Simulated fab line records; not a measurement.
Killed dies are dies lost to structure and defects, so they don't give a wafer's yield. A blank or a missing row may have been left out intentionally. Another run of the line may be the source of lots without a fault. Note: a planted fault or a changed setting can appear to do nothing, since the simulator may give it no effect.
The tool behind it: which one? :: flow rit-cmos :: 8 lots, 24 wafers sampled, at 3 steps of a route of 202

== WHAT EACH GAUGE READ, for each wafer ==
RIT_CONTACT_OVL_MEAS_09.
lot: L379
measured: day 3 14:30
on: overlay-02
CONTACT_OVL (nm): 1.3 3.0 2.0

lot: L381
measured: day 3 23:17
on: overlay-01
CONTACT_OVL (nm): 2.4 2.5 1.7

lot: L384
measured: day 4 11:35
on: overlay-02
CONTACT_OVL (nm): 0.9 1.2 1.4

lot: L387
measured: day 5 05:26
on: overlay-01
CONTACT_OVL (nm): 1.2 2.1 1.6

lot: L389
measured: day 5 14:00
on: overlay-02
CONTACT_OVL (nm): 1.1 -0.1 -0.4

lot: L394
measured: day 6 14:04
on: overlay-02
CONTACT_OVL (nm): 0.5 2.9 0.7

lot: L396
measured: day 7 01:34
on: overlay-02
CONTACT_OVL (nm): 132.5 130.8 132.6

lot: L398
measured: day 7 12:36
on: overlay-01
CONTACT_OVL (nm): 129.9 129.0 129.6

== TOOL THAT RAN EACH LOT (tool first, then ch and the chambers of the sampled wafers, then the start) ==
lot: L379
RIT_SILICIDE_RTA_04: rtp-anneal-01 ch 0, day 3 13:08
RIT_CONTACT_EXPOSE_05: iline-stepper-01 ch 0, day 3 13:52

lot: L381
RIT_SILICIDE_RTA_04: rtp-anneal-01 ch 0, day 3 21:55
RIT_CONTACT_EXPOSE_05: iline-stepper-02 ch 0, day 3 22:40

lot: L384
RIT_SILICIDE_RTA_04: rtp-anneal-02 ch 0, day 4 10:05
RIT_CONTACT_EXPOSE_05: iline-stepper-02 ch 0, day 4 10:57

lot: L387
RIT_SILICIDE_RTA_04: rtp-anneal-01 ch 0, day 5 03:52
RIT_CONTACT_EXPOSE_05: iline-stepper-02 ch 0, day 5 04:47

lot: L389
RIT_SILICIDE_RTA_04: rtp-anneal-01 ch 0, day 5 12:30
RIT_CONTACT_EXPOSE_05: iline-stepper-01 ch 0, day 5 13:22

lot: L394
RIT_SILICIDE_RTA_04: rtp-anneal-02 ch 0, day 6 12:34
RIT_CONTACT_EXPOSE_05: iline-stepper-02 ch 0, day 6 13:26

lot: L396
RIT_SILICIDE_RTA_04: rtp-anneal-02 ch 0, day 7 00:02
RIT_CONTACT_EXPOSE_05: iline-stepper-01 ch 0, day 7 00:47

lot: L398
RIT_SILICIDE_RTA_04: rtp-anneal-02 ch 0, day 7 11:04
RIT_CONTACT_EXPOSE_05: iline-stepper-01 ch 0, day 7 11:58
- RIT_SILICIDE_RTA_04: time 10 s, ramp up 5 s, ramp down 5 s.
- RIT_CONTACT_EXPOSE_05: exposes mask M11, target cd 1000 nm.

== THE ANSWER, worked out from the rows above alone ==
Rule: what is usual is taken from the lots themselves. The widest of any qualifying gaps counts: lots, ordered by their means at a reading, are off when they make up no more than a third of the lots, leave a main group of 4 or more, and stand apart from it by 3 or more times the standard deviation of that group's means. If all means in a main group match to the digits the tables above print for the reading, that group is not used. Also off: a lot with no number at a reading for which 4 or more lots have one. Where the step has rows for the other lots, those lots are counted as sound.
Off: at RIT_CONTACT_OVL_MEAS_09 (CONTACT_OVL), L396, L398. Main group: mean 1.4 nm, sd 0.67.
A tool fits if, at a process step before that reading, it ran every lot that is off, and no sound lot after the first of them. Gauges at RIT_CONTACT_OVL_MEAS_09: tried the same way as those tools. Undecided on this evidence; 2 tools fit (rtp-anneal-02 at RIT_SILICIDE_RTA_04, iline-stepper-01 at RIT_CONTACT_EXPOSE_05).

== WHAT WAS PUT IN BY THE SIMULATOR ==
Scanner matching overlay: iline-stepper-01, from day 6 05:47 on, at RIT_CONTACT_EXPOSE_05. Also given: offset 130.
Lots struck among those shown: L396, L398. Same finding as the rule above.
